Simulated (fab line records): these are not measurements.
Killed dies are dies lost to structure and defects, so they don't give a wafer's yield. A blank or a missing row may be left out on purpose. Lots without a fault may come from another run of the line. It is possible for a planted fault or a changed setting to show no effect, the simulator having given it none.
One fault seen from 2 desks | flow rit cmos | every desk sees just its own numbers, and what lay behind them comes last

## FOR THE TOOL OWNER'S DESK: rie diel-03
The tool's own readings at RIT_SPACER_ETCHBACK_05 (etches Si3N4 in SF6/CHF3, stops on SiO2, target depth 250 nm, time 240 s): means of the sampled wafers that have a number, for each lot that ran on this tool. A lot is out of limits, marked OUT, if its mean lies more than 4 standard deviations from the usual mean; the brackets give that distance.
Columns: A = drypump motor current A at RIT_SPACER_ETCHBACK_05, usual 5.6 A; B = oes product au at RIT_SPACER_ETCHBACK_05, usual 0.846 a.u.; C = throttle valve pct at RIT_SPACER_ETCHBACK_05, usual 10.32 %
lot  | first seen here | A   | B     | C
L680 | day 3 07:31     | 5.8 | 0.850 | 10.18
L682 | day 3 13:35     | 5.8 | 0.842 | 10.33
L684 | day 4 03:32     | 5.7 | 0.847 | 10.27
L686 | day 4 14:50     | 5.8 | 0.834 | 10.30
L692 | day 5 19:56     | 5.7 | 0.846 | 10.25
L693 | day 6 02:01     | 5.5 | 0.837 | 10.43
L696 | day 6 16:55     | 5.9 | 0.869 | 10.23
L700 | day 7 10:25     | 6.0 | 0.846 | 10.25
This desk's finding: nothing out of limits on any of the 8 lots.

## METROLOGY DESK
Means of the sampled wafers that have a number, per lot and without regard to the tool the lot ran on: this is what the gauges read. A lot is out of limits, marked OUT, if its mean lies more than 4 standard deviations from the usual mean; the brackets give that distance.
Columns: A = PLDD_OVL at RIT_PLDD_OVL_MEAS_06, usual 0.7 nm
lot  | first seen here | A
L679 | day 2 21:42     | -0.6
L680 | day 3 03:56     | 0.1
L681 | day 3 06:23     | 1.4
L682 | day 3 10:40     | 2.2
L683 | day 3 18:01     | 0.0
L684 | day 4 00:37     | 4.1
L686 | day 4 11:55     | -0.3
L687 | day 4 15:57     | 0.8
L690 | day 5 07:02     | 1.6
L692 | day 5 17:02     | 0.3
L693 | day 5 23:05     | 0.6
L694 | day 6 01:11     | 2.4
L696 | day 6 13:01     | 2.1
L700 | day 7 07:28     | 0.4
This desk's finding: nothing out of limits on any of the 14 lots.

## BROUGHT TOGETHER
The desk of the tool owner found nothing out of limits.
The metrology desk saw nothing out of limits.

## WHAT WAS PUT IN BY THE SIMULATOR
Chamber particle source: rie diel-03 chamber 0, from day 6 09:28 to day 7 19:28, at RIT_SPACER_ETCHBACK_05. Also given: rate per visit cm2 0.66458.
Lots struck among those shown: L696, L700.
